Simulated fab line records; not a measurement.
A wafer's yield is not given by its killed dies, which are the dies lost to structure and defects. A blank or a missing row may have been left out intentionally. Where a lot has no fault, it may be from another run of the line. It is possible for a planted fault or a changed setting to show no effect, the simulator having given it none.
A struck lot beside a sound one + flow berkeley cmos170 + 14 steps out of a route of 331
Sound: these wafers, L918.1, L918.4, L918.5. Wafers struck: L923.1, L923.2, L923.4. The cause comes at the end.
Per side, at each step with rows, come the tool, then ch with its chambers, and then its first start. Under that, the readings that differ: sound wafers + struck wafers + difference of the means + sigmas: that difference in standard deviations of wafers without a fault.
alike: words and numbers the same on both sides, and readings whose means are apart by under 2 such deviations; not compared: readings that were withheld, readings missing a value for some wafer, numbers with overlapping values and no deviation given by the record, and bounds like >300 which may hide the same value.
The two part at a step that has a row with sigmas, a row that says differs or no value, or rows on one side only. Numbers that have no deviation but don't overlap get no sigmas and don't part them. A reading that every wafer of one side lacks parts them only if that side has two wafers or more.

first, 1 step without rows for these wafers: UCB170_NLDD_IMPLANT_09.
UCB170_NLDD_STRIP_10: strips in O2.
  sound on plasma asher-02 ch 0,1, day 8 09:32; struck on plasma asher-03 ch 0,1, day 8 09:49
| reading                     | sound       | struck      | difference | sigmas |
|-----------------------------|-------------|-------------|------------|--------|
| drypump motor current A (A) | 5.2 5.2 5.5 | 6.3 5.9 6.3 | +0.9       | +2     |
  alike: chamber pressure mTorr, o2 flow sccm, oes product au, strip time to endpoint s
  not compared: rf hours counter h
UCB170_NLDD_TW_MEAS_11:
  struck on film metro-03, day 8 09:55; sound on film metro-04, day 8 09:38
  alike: NLDD_TW
then, 1 step without rows for these wafers: UCB170_NLDD_CLEAN_12 (cleans in SPM, time 600 s).
UCB170_SPACER_CVD_00: deposits SiO2 from TEOS/O2, target thk 376 nm, time 47 s.
  sound on pecvd-04 ch 1,2, day 8 09:52; struck on pecvd-01 ch 0,1,2, day 8 10:10
  alike: heater power w
UCB170_SPACER_THK_MEAS_01:
  struck on film metro-04, day 8 10:12; sound on film metro-04, day 8 09:55
  alike: SPACER_TEOS_THK
then, 1 step without rows for these wafers: UCB170_SPACER_ANNEAL_02 (time 1800 s).
UCB170_SPACER_ETCHBACK_03: etches SiO2 in CHF3/CF4/Ar, stops on Si, target depth 376 nm, time 100 s.
  sound on rie diel-02 ch 0,3, day 8 13:34; struck on rie diel-01 ch 1,2,3, day 8 13:38
  alike: chamber pressure mTorr, drypump motor current A, oes product au, throttle valve pct
  not compared: rf hours counter h
then, 4 steps without rows for these wafers: UCB170_PSD_HMDS_00 (prime time 60 s); UCB170_PSD_COAT_01 (resist thk 900 nm); UCB170_PSD_SOFTBAKE_02 (time 60 s); UCB170_PSD_EXPOSE_03 (exposes mask PSELECT MOD, target cd 1200 nm).
UCB170_PSD_PEB_04:
  sound on litho track-01 ch 0, day 8 15:00; struck on litho track-01, day 8 16:00
  no value came back on the struck wafers for chill plate temp C (C), exhaust pa (Pa), plate temp C (C); on the sound wafers chill plate temp C (C) reads 22.95 22.94 23.00
then, 1 step without rows for these wafers: UCB170_PSD_DEVELOP_05 (develop time 45 s).

WHERE THEY PART
Earliest at UCB170_NLDD_STRIP_10; latest, in this record, at UCB170_PSD_PEB_04.

WHY: what the simulator had put in
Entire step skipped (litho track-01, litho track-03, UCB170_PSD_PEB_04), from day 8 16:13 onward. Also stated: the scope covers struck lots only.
